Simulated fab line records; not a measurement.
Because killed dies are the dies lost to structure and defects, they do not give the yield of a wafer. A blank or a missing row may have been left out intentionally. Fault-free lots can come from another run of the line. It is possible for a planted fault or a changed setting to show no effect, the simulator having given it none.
Split-lot experiment ; flow berkeleyCmos170 ; on a route of 331 steps: 5 lots, 23 wafers read

== THE SPLIT ==
At UCB170_NVT_IMPLANT_07, the setting energyKev was moved away from the recipe's 50 on 8 of the 23 wafers read, by -5.4% to +2.3%. For the rest of the wafers, this setting stayed at what the recipe calls for.

The reading comes from the split's own step.

== THE READING ==
implant.drpNm (the simulator's own value, which no gauge read), in nm, at UCB170_NVT_IMPLANT_07. The file does not state a usual value for it.

wafer;tool, chamber at the split;energyKev as run;against the recipe;implant.drpNm, nm;against lot-mates on the recipe
L074.1;implanter-02, 0;51.17;+2.3%;18.88;+0.31
L074.2;implanter-02, 0;51.17;+2.3%;18.88;+0.31
L074.3;implanter-02, 0;51.17;+2.3%;18.88;+0.31
L074.4;implanter-02, 0;50;recipe;18.57;-
L074.6;implanter-02, 0;50;recipe;18.57;-
L079.3;implanter-01, 0;50;recipe;18.57;-
L079.4;implanter-01, 0;50;recipe;18.57;-
L079.5;implanter-01, 0;50;recipe;18.57;-
L081.1;implanter-03, 0;50;recipe;18.57;-
L081.3;implanter-03, 0;50;recipe;18.57;-
L081.6;implanter-03, 0;50;recipe;18.57;-
L081.2;implanter-03, 0;47.29;-5.4%;17.84;-0.73
L081.5;implanter-03, 0;47.29;-5.4%;17.84;-0.73
L082.1;implanter-02, 0;50;recipe;18.57;-
L082.2;implanter-02, 0;50;recipe;18.57;-
L082.4;implanter-02, 0;50;recipe;18.57;-
L082.5;implanter-02, 0;50;recipe;18.57;-
L082.6;implanter-02, 0;50;recipe;18.57;-
L085.1;implanter-02, 0;50.79;+1.6%;18.78;+0.21
L085.3;implanter-02, 0;50.79;+1.6%;18.78;+0.21
L085.5;implanter-02, 0;50.79;+1.6%;18.78;+0.21
L085.2;implanter-02, 0;50;recipe;18.57;-
L085.6;implanter-02, 0;50;recipe;18.57;-

FIT RESULTS
A straight line over all 23 wafers: implant.drpNm changes by +0.134 nm for each +1% of energyKev; r = +1.00; the points scatter about the line by 0.0015 nm.
The same after taking each lot's own level away (the mean of its wafers on the recipe; 23 wafers): +0.134 nm for each +1%; r = +1.00; scatter 0.0015 nm.
The reading moves by 0.73 nm for the largest change in energyKev, on that fit.
The lots' own levels span 18.570 to 18.570 nm.
So the lot-to-lot level changes the slope little: the two slopes agree.
Check: for one of the wafers moved furthest among these (-5.4%), held out of the fit, the line's prediction against its lot-mates is -0.726 nm. It came out at -0.73 nm against them.

== OTHER SPLITS ON THESE WAFERS ==
Before the reading, these wafers also passed through other splits. Each is held against what the fit with the lots' levels taken away leaves over:
other split on the same wafers;wafers away from the commonest value;r with implant.drpNm (lot level and that fit taken away)
UCB170_ZERO_COAT_01 spinRpm;7;-0.20
UCB170_WELLDRIVE_OXIDATION_01 oxTimeS;10;+0.02
UCB170_PFIELD_COAT_01 spinRpm;8;-0.22
UCB170_SCREENOX_OXIDATION_01 tempC;15;+0.08

== THE WHOLE CHAIN: every reading that the file lists as answering this split, in the file's order ==
step;what it does;reading;change (the file's fit);r (the file's)
UCB170_NVT_IMPLANT_07;;implant.rpNm (the simulator's own value, which no gauge read);+0.366 nm for each +1% of the setting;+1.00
UCB170_NVT_IMPLANT_07;;implant.drpNm (the simulator's own value, which no gauge read);+0.134 nm for each +1% of the setting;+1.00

== FILE'S OWN FIT ==
implant.drpNm changes by +0.134 nm for each +1% of energyKev, r = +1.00.
